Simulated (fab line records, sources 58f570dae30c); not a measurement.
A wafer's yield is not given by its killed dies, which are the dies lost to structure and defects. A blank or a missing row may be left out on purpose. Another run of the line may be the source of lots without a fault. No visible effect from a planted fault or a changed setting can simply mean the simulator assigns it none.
The tool behind it: which one? -- flow berkeleyCmos170 -- 7 lots, 21 wafers sampled, at 1 step of a route of 331

WHAT EACH GAUGE READ, for each wafer
UCB170_ACTIVE_CD_MEAS_13: the cd target is 1200 nm.
lot,measured,on,cdNm (nm)
L832,day 5 06:20,cdSem-02,1200.6 1200.4 1199.5
L837,day 6 08:08,cdSem-01,1201.1 1201.4 1200.3
L839,day 6 16:53,cdSem-01,1200.8 1201.5 1199.8
L847,day 8 00:30,cdSem-02,1199.3 1199.6 1199.1
L848,day 8 15:21,cdSem-01,1201.8 1200.6 1202.3
L850,day 9 04:23,cdSem-01,1198.0 1198.3 1198.5
L854,day 9 13:17,cdSem-01,1199.9 1200.4 1198.2

WHICH TOOL RAN EACH LOT (tool, then ch and the chambers of the sampled wafers, then the start)
No process step before these readings appears in the record.

THE ANSWER, worked out from the rows above alone
Rule: what is usual is taken from the lots themselves. The widest of any qualifying gaps counts: lots, ordered by their means at a reading, are off when they make up no more than a third of the lots, leave a main group of 4 or more, and stand apart from it by 3 or more times the standard deviation of that group's means. A main group is skipped when, at the precision printed for the reading in the tables above, its means are all equal. A lot without any number at a reading at which 4 lots or more have one is off too. Where the step has rows for the other lots, those lots are counted as sound.
None of the lots is off at any reading shown; this tells nothing.

WHAT THE SIMULATOR HAD INSERTED
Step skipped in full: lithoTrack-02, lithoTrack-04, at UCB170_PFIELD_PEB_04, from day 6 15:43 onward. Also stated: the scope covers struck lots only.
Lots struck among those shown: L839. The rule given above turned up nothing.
